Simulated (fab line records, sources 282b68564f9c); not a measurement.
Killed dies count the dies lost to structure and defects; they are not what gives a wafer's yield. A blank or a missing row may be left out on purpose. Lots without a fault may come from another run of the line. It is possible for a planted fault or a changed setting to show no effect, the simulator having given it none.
A lot that was struck, set against a sound lot | flow rit cmos | 26 steps out of a route of 202
Sound: these wafers, L463.2, L463.5, L463.6. Wafers L475.2, L475.3, L475.6 were the ones struck. The cause comes at the end.
At each step with rows: each side's tool, then ch and its chambers, then its first start. Under that, the readings that differ: sound wafers | struck wafers | difference of the means | sigmas: that difference in standard deviations of wafers without a fault.
alike: readings with means less than 2 such deviations apart, plus words and numbers identical on both sides. not compared: withheld readings, readings lacking a value on some wafer, bounds such as >300 that could conceal the same value, and numbers that have no deviation in the record and whose values overlap.
The two part at a step that has a row with sigmas, a row that says differs or no value, or rows on one side only. Numbers that have no deviation but don't overlap get no sigmas and don't part them. A reading that every wafer of one side lacks parts them only if that side has two wafers or more.

first, 2 steps without rows for these wafers: RIT_REOX_CLEAN_02 (cleans in SC2, time 600 s); RIT_REOX_OXIDATION_03 (target thk 25.2 nm, ox time 5580 s).
RIT_REOX_THK_MEAS_04:
  sound: film metro-01 at day 3 09:35; struck: film metro-01 at day 5 23:37
  alike: REOX_OXIDE_THK
then, 6 steps without rows for these wafers: RIT_NLDD_HMDS_00 (prime time 60 s); RIT_NLDD_COAT_01 (resist thk 1000 nm); RIT_NLDD_SOFTBAKE_02 (time 60 s); RIT_NLDD_EXPOSE_03 (exposes mask M7, target cd 40700 nm); RIT_NLDD_PEB_04; RIT_NLDD_DEVELOP_05 (develop time 50 s).
RIT_NLDD_OVL_MEAS_06:
  sound: overlay-01 at day 3 10:29; struck: overlay-02 at day 6 00:46
  alike: NLDD_OVL
then, 2 steps without rows for these wafers: RIT_NLDD_HARDBAKE_07 (time 60 s); RIT_NLDD_IMPLANT_08.
RIT_NLDD_STRIP_09: strips in O2, time 180 s.
  sound on plasma asher-03 ch 0,1, day 3 10:49; struck on plasma asher-03 ch 0,1, day 6 01:05
  reading                                   | sound             | struck            | difference | sigmas
  run length s (s)                          | 207.4 208.8 207.5 | 72.3 72.0 72.5    | -135.6     | -99 or more
  model.NOVOLAK_of_NLDD_COAT_01.thk nm (nm) | 0 0 0             | 146.3 148.9 147.7 | +147.6     |
  alike: drypump motor current A
  not compared: rf hours counter h
RIT_NLDD_TW_MEAS_10:
  sound: film metro-04 at day 3 11:00; struck: film metro-01 at day 6 01:17
  reading | sound          | struck         | difference | sigmas
  NLDD_TW | 2508 2507 2506 | 2476 2464 2479 | -34        | -2
then, 6 steps without rows for these wafers: RIT_PLDD_HMDS_00 (prime time 60 s); RIT_PLDD_COAT_01 (resist thk 1000 nm); RIT_PLDD_SOFTBAKE_02 (time 60 s); RIT_PLDD_EXPOSE_03 (exposes mask M8, target cd 40900 nm); RIT_PLDD_PEB_04; RIT_PLDD_DEVELOP_05 (develop time 50 s).
RIT_PLDD_OVL_MEAS_06:
  sound: overlay-01 at day 3 11:55; struck: overlay-02 at day 6 02:19
  alike: PLDD_OVL
then, 2 steps without rows for these wafers: RIT_PLDD_HARDBAKE_07 (time 60 s); RIT_PLDD_IMPLANT_08.
RIT_PLDD_STRIP_09: strips in O2, time 180 s.
  sound on plasma asher-03 ch 0,1, day 3 12:14; struck on plasma asher-02 ch 1, day 6 02:38
  reading                     | sound       | struck      | difference | sigmas
  drypump motor current A (A) | 5.0 5.0 5.7 | 6.5 6.5 6.5 | +1.3       | +2
  alike: run length s
  not compared: rf hours counter h
RIT_PLDD_TW_MEAS_10:
  sound: film metro-04 at day 3 12:25; struck: film metro-04 at day 6 02:50
  reading | sound          | struck   | difference | sigmas
  PLDD_TW | 2367 2364 2362 | 30 30 30 | -2334      | -99 or more
then, 1 step without rows for these wafers: RIT_SPACER_CLEAN_00 (cleans in SC1, time 600 s).

WHERE THEY PART
Last at RIT_PLDD_TW_MEAS_10 as far as this record goes, first at RIT_NLDD_STRIP_09.

WHY: what the simulator had put in
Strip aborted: plasma asher-03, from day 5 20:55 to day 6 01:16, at RIT_NLDD_STRIP_09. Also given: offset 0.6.
